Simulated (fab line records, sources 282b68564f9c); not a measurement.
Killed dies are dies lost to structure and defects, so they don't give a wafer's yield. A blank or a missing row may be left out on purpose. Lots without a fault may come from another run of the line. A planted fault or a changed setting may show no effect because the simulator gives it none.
fab line records | flow rit_cmos
record lots=15 wafers=45 last_day=8
route steps=202 shown ACTIVE@16 REOX@101 PSD@148 M1@198
lots that met no fault: from a run of the same line without faults
start_h: hours from the record's first day to the start of the lot's first wafer shown | wait_h: hours since the lot's step before | " the same as in the row above | L1.1+2: a row that stands for several wafers | - no value, or no start given | * or withheld: withheld | < > ~ a bound
route shown NAME@n: a module of which the file shows steps, and the number in the route of the first | usual: mean/standard deviation of fault-free wafers | same: alike in all rows | chamber/n: place in a boat | sites: the reading at each site | _std_site: their standard deviation | _edge_site: outer sites' mean less inner sites' | radius_mm: how far each site lies from the wafer's centre | mask NAME#n: copy n | behind: the tool/chamber that last shaped the wafer | hold: why the lot was held/for how many hours/how that ended | device: the transistor (n, p or np) that didn't switch | end of line: the same wafers' tests at the end of the route | a step without rows: its recipe alone | killed: dies lost to structure and defects at the first sort, not the wafer's yield | map: a wafer's dies, x killed, . not, _ none there
set.NAME: the setting as run; set.NAME@STEP: as run at that earlier step | model.NAME: the simulator's own value behind a step, which no gauge read
steps of the route over a sample of lots; a table a step, a row a wafer
services: from which hour (start_h, from the record's first day; less than 0 if before it) a tool's chamber was out of use, for how many hours, and why
## steps
# step RIT_ACTIVE_CD_MEAS_90
# recipe target_cd_nm=1400
# usual cd_nm=1400.0/2.2
# columns lot.wafer tool chamber start_h wait_h cd_nm
L151.1 cd_sem-01 - 15.45 0.1 1397.7
L151.3 " - " " 1396.9
L151.6 " - " " 1399.8
L153.1 cd_sem-01 - 26.25 0.1 1395.7
L153.2 " - " " 1394.9
L153.4 " - " " 1395.3
L154.4 cd_sem-02 - 31.45 0.1 1399.3
L154.5 " - " " 1398.1
L154.6 " - " " 1399.2
L155.2 cd_sem-02 - 37.17 0.1 1400.1
L155.4 " - " " 1400.3
L155.5 " - " " 1401.3
L156.3 cd_sem-02 - 42.79 0.1 1398.2
L156.4 " - " " 1400.6
L156.6 " - " " 1400.3
L157.2 cd_sem-01 - 47.47 0.1 1400.9
L157.5 " - " " 1398.4
L157.6 " - " " 1400.4
L158.1 cd_sem-02 - 54.91 0.1 1401.6
L158.2 " - " " 1403.8
L158.3 " - " " 1402.3
L159.2 cd_sem-02 - 56.99 0.1 1401.8
L159.3 " - " " 1401.1
L159.6 " - " " 1399.2
L166.1 cd_sem-01 - 93.16 0.1 1401.5
L166.3 " - " " 1401.1
L166.5 " - " " 1401.9
L167.4 cd_sem-01 - 96.74 0.1 1402.0
L167.5 " - " " 1400.3
L167.6 " - " " 1399.4
L168.2 cd_sem-01 - 100.16 0.1 1403.5
L168.4 " - " " 1402.3
L168.6 " - " " 1403.9
L171.4 cd_sem-02 - 116.24 0.1 1401.6
L171.5 " - " " 1399.4
L171.6 " - " " 1401.0
L172.2 cd_sem-01 - 120.59 0.1 1400.5
L172.4 " - " " 1400.7
L172.5 " - " " 1402.2
L173.1 cd_sem-01 - 126.24 0.1 1396.4
L173.3 " - " " 1397.0
L173.4 " - " " 1398.4
L174.2 cd_sem-01 - 132.03 0.1 1397.0
L174.3 " - " " 1398.8
L174.6 " - " " 1396.1
# step RIT_REOX_OXIDATION_03
# recipe temp_c=900 ambient=O2 target_thk_a=252 ox_time_s=5580
# usual spike_tc_centre_C=903.4/1.2 spike_tc_load_C=925.3/1.6 spike_tc_source_C=922.3/2.5 tube_center_temp_C=900.01/0.08 tube_center_temp_C_max=902.3/0.38
# same ox_time_s=5580
# columns lot.wafer tool chamber start_h wait_h spike_tc_centre_C spike_tc_load_C spike_tc_source_C tube_center_temp_C tube_center_temp_C_max
L151.1 furnace-03 0 46.44 1.4 902.4 926.7 918.9 900.03 902.9
L151.3 " 0 " " 903.3 926.3 919.3 899.88 902.1
L151.6 " 0 " " 903.0 929.4 918.3 899.94 902.3
L153.1 furnace-01 0 58.37 0.3 902.9 924.6 924.1 900.11 902.3
L153.2 " 0 " " 903.4 925.1 922.2 899.86 902.2
L153.4 " 0 " " 901.8 923.7 922.4 899.95 902.3
L154.4 furnace-01 0 63.55 2.2 903.3 925.4 919.9 899.95 903.0
L154.5 " 0 " " 903.4 924.4 921.1 899.98 902.0
L154.6 " 0 " " 903.1 924.2 920.9 900.21 902.3
L155.2 furnace-04 0 73.66 3.8 902.4 924.5 924.5 899.98 902.4
L155.4 " 0 " " 904.1 926.2 922.3 900.07 902.4
L155.5 " 0 " " 902.7 926.3 923.6 899.94 902.2
L156.3 furnace-03 0 78.85 2.6 901.9 927.3 918.8 899.91 902.1
L156.4 " 0 " " 903.1 926.6 918.1 899.92 902.7
L156.6 " 0 " " 902.8 927.7 919.2 900.03 901.9
L157.2 furnace-03 0 81.65 0.1 879.5 902.2 892.8 874.89 876.8
L157.5 " 0 " " 877.8 901.0 894.2 874.93 876.9
L157.6 " 0 " " 878.2 901.8 893.3 874.99 877.0
L158.1 furnace-03 0 85.52 0.6 878.3 903.9 894.3 875.01 878.4
L158.2 " 0 " " 876.6 901.1 893.1 875.04 877.6
L158.3 " 0 " " 878.5 901.5 892.8 875.04 876.8
L159.2 furnace-03 0 85.52 0.0 875.3 900.1 891.3 875.02 876.9
L159.3 " 0 " " 876.7 902.0 893.5 875.01 877.6
L159.6 " 0 " " 876.9 902.1 891.7 874.83 876.8
L166.1 furnace-01 0 119.13 0.0 903.2 923.1 923.3 900.01 902.3
L166.3 " 0 " " 903.1 924.5 924.0 899.94 902.2
L166.5 " 0 " " 901.1 922.8 922.2 899.94 902.0
L167.4 furnace-04 0 122.57 1.1 906.4 926.9 924.9 900.08 902.0
L167.5 " 0 " " 904.5 926.6 925.2 900.14 902.5
L167.6 " 0 " " 904.1 924.6 923.6 900.08 902.2
L168.2 furnace-04 0 126.19 0.6 906.1 925.6 925.9 899.96 901.8
L168.4 " 0 " " 904.5 926.1 923.5 900.07 902.3
L168.6 " 0 " " 904.6 925.0 923.8 899.88 901.8
L171.4 furnace-04 0 141.20 0.0 901.8 925.2 924.3 900.03 902.2
L171.5 " 0 " " 903.9 925.8 923.5 899.88 903.8
L171.6 " 0 " " 903.7 925.2 924.4 900.09 902.6
L172.2 furnace-01 0 145.94 1.7 903.5 925.1 923.0 900.06 901.7
L172.4 " 0 " " 903.5 923.8 922.7 899.8 901.6
L172.5 " 0 " " 903.5 922.3 920.4 900.02 902.3
L173.1 furnace-04 0 153.61 0.5 903.8 924.8 924.0 900.09 902.2
L173.3 " 0 " " 903.5 925.4 924.1 900.04 901.8
L173.4 " 0 " " 904.2 925.7 925.3 900.05 902.6
L174.2 furnace-01 0 159.48 0.0 903.3 922.9 920.9 900 902.0
L174.3 " 0 " " 901.7 922.9 923.8 900.19 902.4
L174.6 " 0 " " 902.9 924.3 922.8 900.14 902.8
# step RIT_REOX_THK_MEAS_04
# recipe reads=SiO2_of_REOX_OXIDATION_03
# usual REOX_OXIDE_THK=25.3/0.53
# columns lot.wafer tool chamber start_h wait_h REOX_OXIDE_THK[nm]
L151.1 film_metro-01 - 48.99 0.0 25.7
L151.3 " - " " 25.2
L151.6 " - " " 25.9
L153.1 film_metro-01 - 60.92 0.0 24.7
L153.2 " - " " 25.0
L153.4 " - " " 24.5
L154.4 film_metro-03 - 66.12 0.0 25.3
L154.5 " - " " 25.8
L154.6 " - " " 25.7
L155.2 film_metro-01 - 76.22 0.0 26.1
L155.4 " - " " 25.9
L155.5 " - " " 25.6
L156.3 film_metro-03 - 81.42 0.0 25.5
L156.4 " - " " 25.3
L156.6 " - " " 25.7
L157.2 film_metro-01 - 84.21 0.0 20.0
L157.5 " - " " 20.0
L157.6 " - " " 20.3
L158.1 film_metro-01 - 88.07 0.0 20.2
L158.2 " - " " 20.1
L158.3 " - " " 20.1
L159.2 film_metro-03 - 88.08 0.0 19.2
L159.3 " - " " 19.2
L159.6 " - " " 19.1
L166.1 film_metro-04 - 121.68 0.0 26.2
L166.3 " - " " 25.9
L166.5 " - " " 26.0
L167.4 film_metro-04 - 125.15 0.0 25.3
L167.5 " - " " 24.4
L167.6 " - " " 24.7
L168.2 film_metro-04 - 128.75 0.0 24.8
L168.4 " - " " 24.9
L168.6 " - " " 25.1
L171.4 film_metro-03 - 143.78 0.0 25.2
L171.5 " - " " 25.0
L171.6 " - " " 24.9
L172.2 film_metro-04 - 148.50 0.0 25.5
L172.4 " - " " 26.0
L172.5 " - " " 26.0
L173.1 film_metro-01 - 156.16 0.0 25.0
L173.3 " - " " 25.1
L173.4 " - " " 25.1
L174.2 film_metro-03 - 162.04 0.0 24.7
L174.3 " - " " 25.0
L174.6 " - " " 24.7
# step RIT_PSD_OVL_MEAS_06
# usual PSD_OVL=1.1/1.4
# columns lot.wafer tool chamber start_h wait_h PSD_OVL[nm]
L151.1 overlay-01 - 56.91 - -0.9
L151.3 " - " " -0.3
L151.6 " - " " 2.1
L153.1 overlay-02 - 69.00 - 3.2
L153.2 " - " " 3.2
L153.4 " - " " 2.1
L154.4 overlay-01 - 74.37 - -1.6
L154.5 " - " " -0.5
L154.6 " - " " 1.6
L155.2 overlay-01 - 84.37 - -0.4
L155.4 " - " " 0.4
L155.5 " - " " 0.3
L156.3 overlay-02 - 89.56 - 0.8
L156.4 " - " " 2.9
L156.6 " - " " 2.4
L157.2 overlay-01 - 92.42 - 3.4
L157.5 " - " " 1.9
L157.6 " - " " 2.1
L158.1 overlay-02 - 96.32 - 2.1
L158.2 " - " " 1.8
L158.3 " - " " 2.7
L159.2 overlay-02 - 97.97 - 0.5
L159.3 " - " " -0.3
L159.6 " - " " 1.3
L166.1 overlay-02 - 130.06 - 2.2
L166.3 " - " " 2.3
L166.5 " - " " 5.0
L167.4 overlay-01 - 133.74 - 0.9
L167.5 " - " " 2.0
L167.6 " - " " 1.2
L168.2 overlay-02 - 136.73 - 2.0
L168.4 " - " " 2.1
L168.6 " - " " -1.4
L171.4 overlay-01 - 151.57 - 0.1
L171.5 " - " " 0.6
L171.6 " - " " 1.0
L172.2 overlay-01 - 156.22 - -0.6
L172.4 " - " " 0.4
L172.5 " - " " 0.6
L173.1 overlay-02 - 165.29 - 1.4
L173.3 " - " " -1.2
L173.4 " - " " 0.6
L174.2 overlay-02 - 171.05 - 2.8
L174.3 " - " " 1.1
L174.6 " - " " 1.8
# step RIT_M1_STRIP_14
# recipe chemistry=O2 time_s=180 platen_temp_c=withheld power_w=500 pressure_mtorr=4000 o2_flow_sccm=4000
# usual drypump_motor_current_A=5.75/0.28 rf_refl_power_W=7.0/1.6
# columns lot.wafer tool chamber start_h wait_h drypump_motor_current_A rf_hours_counter_h rf_refl_power_W
L151.1 plasma_asher-04 1 63.38 0.0 5.79 43 4.6
L151.3 " 1 " " 5.80 - 4.6
L151.6 " 0 " " 5.22 - 6.0
L153.1 plasma_asher-04 1 75.60 0.0 5.78 44 4.7
L153.2 " 0 " " 5.22 44 6.3
L153.4 " 0 " " 5.20 - 6.4
L154.4 plasma_asher-04 0 81.10 0.1 5.23 - 6.3
L154.5 " 0 " " 5.21 - 6.2
L154.6 " 1 " " 5.79 - 4.4
L155.2 plasma_asher-01 0 90.99 0.0 5.74 42 8.3
L155.4 " 0 " " 5.73 - 8.4
L155.5 " 1 " " 6.04 - 8.5
L156.3 plasma_asher-04 1 96.79 0.1 5.78 - 4.6
L156.4 " 0 " " 5.17 - 6.4
L156.6 " 1 " " 5.83 - 4.4
L157.2 plasma_asher-01 1 99.48 0.0 6.08 43 8.3
L157.5 " 0 " " 5.72 - 8.6
L157.6 " 1 " " 6.08 - 8.3
L158.1 plasma_asher-01 1 102.81 0.0 6.08 44 8.3
L158.2 " 0 " " 5.74 44 8.6
L158.3 " 0 " " 5.73 - 8.9
L159.2 plasma_asher-01 1 105.04 0.0 6.03 44 8.4
L159.3 " 1 " " 6.06 - 8.5
L159.6 " 1 " " 6.06 - 8.2
L166.1 plasma_asher-04 1 136.92 0.0 5.79 51 4.3
L166.3 " 1 " " 5.78 - 4.4
L166.5 " 1 " " 5.81 - 4.7
L167.4 plasma_asher-04 0 140.61 0.1 5.23 - 6.2
L167.5 " 0 " " 5.25 - 6.4
L167.6 " 1 " " 5.83 - 4.7
L168.2 plasma_asher-02 1 143.60 0.0 5.99 36 8.6
L168.4 " 0 " " 5.77 - 5.8
L168.6 " 1 " " 6.00 - 8.3
L171.4 plasma_asher-02 1 158.33 0.1 6.03 - 8.3
L171.5 " 0 " " 5.77 - 6.0
L171.6 " 1 " " 6.03 - 8.3
L172.2 plasma_asher-01 0 162.97 0.0 5.74 51 8.7
L172.4 " 0 " " 5.72 - 8.8
L172.5 " 1 " " 6.07 - 8.6
L173.1 plasma_asher-01 1 172.26 0.0 6.04 52 8.2
L173.3 " 1 " " 6.06 - 8.2
L173.4 " 0 " " 5.71 - 8.3
L174.2 plasma_asher-01 0 177.84 0.0 5.74 52 8.6
L174.3 " 0 " " 5.73 - 8.6
L174.6 " 0 " " 5.74 - 9.0
# step RIT_M1_PROBE_99
# usual killed_at_contacts=0.1/0.37 killed_at_front_end=6.9/2.9 killed_dies=7.1/2.9 killed_open=3.3/1.8 killed_short=3.6/2.2
# same gross_dies=264 killed_at_M0_to_M3=0 killed_at_M4_up=0 killed_at_back_side=0 killed_at_other=0
# columns lot.wafer tool chamber start_h wait_h killed_at_contacts killed_at_front_end killed_dies killed_open killed_short
L159.2 prober-01 - 107.01 0.1 0 6 6 2 4
L159.3 prober-01 - 107.06 0.2 0 7 7 3 4
L159.6 prober-01 - 107.21 0.2 0 10 10 4 6
L166.1 prober-02 - 138.84 0.1 0 10 10 5 5
L166.3 prober-02 - 138.94 0.2 0 3 3 1 2
L166.5 prober-02 - 139.04 0.2 0 5 5 5 0
L168.2 prober-02 - 145.56 0.1 0 10 10 5 4
L168.4 prober-02 - 145.66 0.2 0 7 7 3 4
L168.6 prober-02 - 145.76 0.2 0 6 6 1 5
# killed by level:class
L159.2 GATE:geometric_particle:short=2 FOX1:geometric_particle:open=1 REOX:geometric_particle:short=1 SPACER:geometric_particle:short=1 SPACER:geometric_particle:open=1
L159.3 FOX1:geometric_particle:open=2 FOX1:geometric_particle:short=1 FOX2:geometric_particle:short=1 SPACER:geometric_particle:short=1 SILICIDE:geometric_particle:short=1 SILICIDE:geometric_particle:open=1
L159.6 GATE:geometric_particle:short=5 FOX1:geometric_particle:open=2 GATE:geometric_particle:open=1 REOX:geometric_particle:open=1 SILICIDE:geometric_particle:short=1
L166.1 GATE:geometric_particle:open=4 GATE:geometric_particle:short=4 FOX1:geometric_particle:open=1 SILICIDE:geometric_particle:short=1
L166.3 REOX:geometric_particle:short=1 SILICIDE:geometric_particle:short=1 SILICIDE:geometric_particle:open=1
L166.5 FOX1:geometric_particle:open=2 GATE:geometric_particle:open=1 REOX:geometric_particle:open=1 SPACER:geometric_particle:open=1
L168.2 GATE:geometric_particle:open=4 FOX1:geometric_particle:short=2 GATE:geometric_particle:short=2 SILICIDE:geometric_particle:open=1 PWELL:coat_microbubble_printed=1
L168.4 GATE:geometric_particle:short=3 GATE:geometric_particle:open=2 FOX1:geometric_particle:open=1 REOX:geometric_particle:short=1
L168.6 GATE:geometric_particle:short=3 FOX1:geometric_particle:short=1 GATE:geometric_particle:open=1 REOX:geometric_particle:short=1
## services
# columns tool chamber start_h hours kind
plasma_asher-01 - 31.07 15.6 pm
plasma_asher-02 - 58.08 9.8 repair
furnace-03 - 65.29 9.2 pm
plasma_asher-02 - 67.84 9.9 pm
plasma_asher-04 - 94.35 2.1 repair
plasma_asher-04 - 100.74 0.8 repair
furnace-01 - 131.19 3.8 pm
furnace-04 - 143.75 3.4 pm
furnace-03 - 146.58 3.9 pm
furnace-03 - 172.33 3.5 pm
## key
first_sign step=RIT_REOX_OXIDATION_03 reading=tube_center_temp_C direction=down sigmas=99+ usual=* struck=*
effect step=RIT_REOX_OXIDATION_03 reading=tube_center_temp_C_max direction=down sigmas=67 usual=* struck=*
effect step=RIT_REOX_THK_MEAS_04 reading=REOX_OXIDE_THK direction=down sigmas=10 usual=25.3 struck=19.8
met_at RIT_REOX_OXIDATION_03
struck_lots L157,L158,L159
tester_left_out L157,L158,L159
not_acting_at RIT_ACTIVE_CD_MEAS_90,RIT_PSD_OVL_MEAS_06,RIT_M1_STRIP_14
fault kind=process_parameter_drift tool=furnace-03 chamber=- onset_h=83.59 steps=RIT_REOX_OXIDATION_03 channel=temp_c offset=* shape=step end_h=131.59 acts_in=* stated=*
# tester_left_out: of these lots the tester's yield and bins aren't shown, on N5 and GAA mostly nor the transistor test; their killed dies are dies lost to structure and defects alone, not to doping, threshold or leakage, so they don't give the yield
